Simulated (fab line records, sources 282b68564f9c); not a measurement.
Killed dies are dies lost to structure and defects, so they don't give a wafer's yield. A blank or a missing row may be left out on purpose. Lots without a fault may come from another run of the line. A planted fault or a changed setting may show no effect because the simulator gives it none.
Chamber matching | flow rit_cmos | RIT_ACTIVE_ETCH_13 on rie_diel-02: 4 sister chambers
The step etches Si3N4 in SF6, stops on SiO2, time 210 s, target depth 210 nm. 7 wafers are shown with their chamber, then 7 later ones without.

WAFERS WITH THEIR CHAMBER
wafer  | chamber | throttle_valve_pct (%) | oes_product_au (a.u.)
L528.2 | 0       | 7.44                   | 0.835
L534.2 | 1       | 7.30                   | 0.824
L534.3 | 2       | 7.33                   | 0.825
L538.2 | 2       | 7.33                   | 0.808
L538.6 | 1       | 7.29                   | 0.820
L540.2 | 3       | 7.65                   | 0.829
L540.5 | 3       | 7.63                   | 0.823

WAFERS WITHOUT THEIR CHAMBER
wafer  | throttle_valve_pct (%) | oes_product_au (a.u.)
L540.6 | 7.34                   | 0.818
L543.2 | 7.46                   | 0.839
L543.3 | 7.64                   | 0.836
L543.5 | 7.33                   | 0.816
L544.2 | 7.45                   | 0.832
L544.3 | 7.29                   | 0.813
L544.5 | 7.65                   | 0.830

WHICH CHAMBER EACH WENT THROUGH
wafer  | from the rows above | in truth
L540.6 | 2                   | 2
L543.2 | 0                   | 0
L543.3 | 3                   | 3
L543.5 | 2                   | 2
L544.2 | 0                   | 0
L544.3 | 1                   | 1
L544.5 | 3                   | 3
Placed correctly: 7 of 7. Can't be placed from these rows: 0. Placed wrongly: 0.
How it was worked out, from the rows above alone: a wafer's distance from a chamber is the root of the sum, over the readings, of the square of ((its reading less the chamber's mean) divided by the reading's scatter). The wafer belongs to the nearest chamber; if the next one is less than 2 further off, it can't be placed. A chamber's mean is the mean of its shown wafers. The scatter: the root of (the sum of the squares of (reading less its chamber's mean) over the shown wafers, divided by (wafers less chambers)).
